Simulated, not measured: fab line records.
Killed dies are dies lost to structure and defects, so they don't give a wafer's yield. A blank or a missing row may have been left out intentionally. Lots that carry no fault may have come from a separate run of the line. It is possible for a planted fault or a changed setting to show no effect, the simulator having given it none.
Shared-tool check -- flow ritCmos -- 39 wafers sampled across 13 lots

WHAT PROMPTED THE OPENING
At RIT_ACTIVE_THK_MEAS_04 the reading ACTIVE_NITRIDE_THK is flagged on 1 of 13 lots. No-fault wafers: 149.4 nm, standard deviation 1.4.
Rule: flag the lot when none of its wafers has a number, or when each of its wafers that has one lies beyond 4 standard deviations from that mean. The other lots count as sound.

lot,measured,on,"ACTIVE_NITRIDE_THK (nm), wafer by wafer",flag
L319,day 1 18:32,filmMetro-01,150.0 151.8 150.2,
L320,day 1 23:33,filmMetro-01,151.0 150.6 149.7,
L321,day 2 04:32,filmMetro-03,147.4 148.6 147.2,
L323,day 2 14:32,filmMetro-01,149.1 150.3 152.0,
L324,day 2 19:32,filmMetro-02,149.6 150.7 149.6,
L325,day 3 00:32,filmMetro-01,147.2 148.2 145.5,
L327,day 3 10:32,filmMetro-02,148.7 148.4 147.9,
L328,day 3 15:32,filmMetro-02,147.3 147.6 146.5,
L329,day 3 20:32,filmMetro-03,150.5 149.5 149.6,
L330,day 4 02:07,filmMetro-02,147.8 148.1 149.4,
L332,day 4 11:33,filmMetro-03,149.4 149.2 149.0,
L333,day 4 16:33,filmMetro-01,163.3 178.8 186.9,FLAGGED
L341,day 6 09:53,filmMetro-01,151.1 151.9 151.1,
On average the flagged lots' numbers are 176.3 nm, which is +26.9 nm against the usual, or +19 standard deviations.

WHICH TOOL EACH LOT WENT THROUGH
The record holds 1 process step before the reading, out of a route of 202 steps. Read each cell as the tool, then ch plus the chambers that the sampled wafers visited, then the start.
lot,flag,RIT_ACTIVE_CVD_03
L319,,"lpcvd-02 ch 1, day 1 17:07"
L320,,"lpcvd-01 ch 1, day 1 22:07"
L321,,"lpcvd-02 ch 0, day 2 03:07"
L323,,"lpcvd-02 ch 0, day 2 13:07"
L324,,"lpcvd-01 ch 0, day 2 18:07"
L325,,"lpcvd-02 ch 0, day 2 23:07"
L327,,"lpcvd-01 ch 0, day 3 09:07"
L328,,"lpcvd-02 ch 0, day 3 14:07"
L329,,"lpcvd-01 ch 0, day 3 19:07"
L330,,"lpcvd-02 ch 0, day 4 00:41"
L332,,"lpcvd-02 ch 1, day 4 10:07"
L333,FLAGGED,"lpcvd-01 ch 0, day 4 15:07"
L341,,"lpcvd-02 ch 1, day 6 08:28"
What the steps here do:
- RIT_ACTIVE_CVD_03: deposits Si3N4 from SiH2Cl2/NH3, target thk 150 nm, time 1500 s.
- RIT_ACTIVE_THK_MEAS_04

FLAGGED AGAINST TOTAL, ONE TOOL AT A TIME (gauges that did the reading follow at the end)
step,tool,lots run,flagged,share of the flagged lots,sound lots run after its first flagged lot
RIT_ACTIVE_CVD_03,lpcvd-01,5,1,all,0
RIT_ACTIVE_CVD_03,lpcvd-02,8,0,none,-
RIT_ACTIVE_THK_MEAS_04,filmMetro-01,6,1,all,1 (L341)
RIT_ACTIVE_THK_MEAS_04,filmMetro-02,4,0,none,-
RIT_ACTIVE_THK_MEAS_04,filmMetro-03,3,0,none,-

WHAT IS ALLOWED BY THE TABLE
Table rows that saw every flagged lot: 2, namely lpcvd-01 at RIT_ACTIVE_CVD_03 and filmMetro-01 at RIT_ACTIVE_THK_MEAS_04.
- lpcvd-01 at RIT_ACTIVE_CVD_03 ran 5 lots, 1 of them flagged. Its last sound lot is L329 (day 3 19:07), its first flagged lot L333 (day 4 15:07): a fault that began between those two fits. Its own readings lie more than 4 standard deviations out on every wafer of the flagged lots: spikeTcCentreC.
- filmMetro-01 at RIT_ACTIVE_THK_MEAS_04 ran 6 lots, 1 of them flagged. Sound lots followed the first flagged one (L341) on it, something a lasting fault affecting the whole tool could not allow.
Left over: one tool, lpcvd-01 at RIT_ACTIVE_CVD_03.

WHAT HAD BEEN PUT IN BY THE SIMULATOR
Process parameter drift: lpcvd-01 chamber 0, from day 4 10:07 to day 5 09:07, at RIT_ACTIVE_CVD_03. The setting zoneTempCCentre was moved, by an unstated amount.
Struck lots among those shown: L333. The rule given above showed the same thing.
